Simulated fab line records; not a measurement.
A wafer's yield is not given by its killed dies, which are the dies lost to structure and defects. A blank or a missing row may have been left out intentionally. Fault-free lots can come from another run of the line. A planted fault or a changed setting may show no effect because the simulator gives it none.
Problem report in the 8D (eight disciplines) form, filled by code || flow ritCmos || the parts of the form that need people (team, actions taken, sign-off) are left out

== 1. THE ISSUE ==
Mean of beamEnergyKeV at RIT_NSD_IMPLANT_08: 24.064 across 9 wafers in 3 lots; on wafers with no fault it is 25.001 (standard deviation 0.0075). So: -99 or more standard deviations from the usual mean.
Earliest sighting: wafer L157.1 on implanter-03 at day 3 11:19. The record holds 21 wafers of 7 lots with a number at this step. Rule for "out" (also "out of limits"): further than 4 standard deviations from the usual mean. All remaining wafers that have a number are taken as sound.

== 2. WHAT IT IS AND WHAT IT IS NOT ==
{"question": "which readings at this step", "is": "beamEnergyKeV", "is not": "-"}
{"question": "which lots", "is": "L157, L158, L160", "is not": "L156, L170, L174, L175"}
{"question": "which wafers of those lots", "is": "all that have a number", "is not": "-"}
{"question": "read on which tools", "is": "implanter-03", "is not": "implanter-02"}
{"question": "when", "is": "from day 3 11:19", "is not": "up to then (3 sound wafers); but 9 sound wafers of L170, L174, L175 came after"}

== 3. THE SUSPECTS, EACH WITH WHAT RULES IT OUT ==
Counting: a tool stays on the suspect list if, at a process step up to the reading, it processed all lots that are out and no sound lot following the first of them.
- implanter-03 at RIT_NSD_IMPLANT_08: kept. All lots that are out passed through it, beginning with L157 at day 3 11:19, and no sound lot followed; its final sound lot before that point was L156 at day 3 06:22. On those wafers its own readings are out: beamEnergyKeV.
Remaining after the count: implanter-03 at RIT_NSD_IMPLANT_08.

== 4. THE CAUSE (what the simulator had put in) ==
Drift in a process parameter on implanter-03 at RIT_NSD_IMPLANT_08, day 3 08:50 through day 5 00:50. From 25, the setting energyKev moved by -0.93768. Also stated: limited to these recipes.
Only this tool survived the counting.

== 5. THE EFFECT CHAIN, in route order ==
One row per reading whose mean, taken over the struck wafers that have a number, lies over 3 standard deviations from the usual. Scope: only readings with a usual standard deviation given in the record; hours: median across lots of the time from each lot's start at the first step in this table that gives one to its start at this step; sigmas: change in usual standard deviations.
{"hours": 0, "step": "RIT_NSD_IMPLANT_08", "reading": "beamEnergyKeV", "usual": 25.001, "on struck wafers": 24.064, "change": -0.937, "sigmas": "-99 or more"}
The process steps in it:
- RIT_NSD_IMPLANT_08

== 6. HOW IT WOULD HAVE BEEN CAUGHT EARLIER ==
2 hours passed between the start of the fault at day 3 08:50 and the first reading out of limits in this record, taken at day 3 11:19.
